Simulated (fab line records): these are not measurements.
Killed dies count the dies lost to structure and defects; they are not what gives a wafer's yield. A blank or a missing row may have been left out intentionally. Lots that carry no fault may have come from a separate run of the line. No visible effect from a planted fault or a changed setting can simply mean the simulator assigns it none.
What tool caused it? :: flow berkeley-cmos170 :: 13 lots (39 wafers sampled), 1 step of a 331-step route

WHAT THE GAUGES SHOWED, per wafer
UCB170_START_BOW_MEAS_00. Usual: INCOMING_BOW typically reads 0 um, with standard deviation 5.8.
lot: L182
measured: day 1 15:02
on: film-metro-03
INCOMING_BOW (um): -1 -13 -2
flag: 

lot: L183
measured: day 1 20:00
on: film-metro-03
INCOMING_BOW (um): -8 1 -4
flag: 

lot: L184
measured: day 2 01:00
on: film-metro-04
INCOMING_BOW (um): -3 7 -6
flag: 

lot: L186
measured: day 2 11:00
on: film-metro-04
INCOMING_BOW (um): -2 5 0
flag: 

lot: L187
measured: day 2 16:00
on: film-metro-03
INCOMING_BOW (um): 0 -3 13
flag: 

lot: L196
measured: day 4 13:01
on: film-metro-03
INCOMING_BOW (um): 6 0 6
flag: 

lot: L197
measured: day 4 18:01
on: film-metro-04
INCOMING_BOW (um): -9 1 3
flag: 

lot: L198
measured: day 4 23:00
on: film-metro-04
INCOMING_BOW (um): -5 10 -2
flag: 

lot: L199
measured: day 5 04:02
on: film-metro-04
INCOMING_BOW (um): 4 -5 -4
flag: 

lot: L200
measured: day 5 09:01
on: film-metro-01
INCOMING_BOW (um): -10 2 -9
flag: 

lot: L201
measured: day 5 14:00
on: film-metro-04
INCOMING_BOW (um): 6 -9 3
flag: 

lot: L203
measured: day 6 00:00
on: film-metro-01
INCOMING_BOW (um): -8 -1 1
flag: 

lot: L204
measured: day 6 05:09
on: film-metro-01
INCOMING_BOW (um): 1 0 -2
flag: 

EACH LOT AND THE TOOL THAT RAN IT (in order: tool; ch and the chambers of the sampled wafers; start)
Record: no process step prior to these readings.

WHAT THE TOOLS THEMSELVES READ (means of the sampled wafers that have a number; where no wafer has one, the mark that the record gives instead)
The record holds no such reading with a usual standard deviation.

THE ANSWER, worked out from the rows above alone
Rule: lot off if the mean of its wafers having a number is beyond 3 standard deviations from the usual mean. Also off: a lot with no number at a reading for which 4 or more lots have one. Any other lot the step has rows for is counted as sound. After the gauges, taken in route order, come the tools' own readings; for these a lot's mean is taken, as printed above. At the first step where some lot is off, the reading lying furthest off is the one used; lots without a number count as furthest.
No lot is off at any reading shown: from this, nothing can be told.

WHAT WAS PUT IN BY THE SIMULATOR
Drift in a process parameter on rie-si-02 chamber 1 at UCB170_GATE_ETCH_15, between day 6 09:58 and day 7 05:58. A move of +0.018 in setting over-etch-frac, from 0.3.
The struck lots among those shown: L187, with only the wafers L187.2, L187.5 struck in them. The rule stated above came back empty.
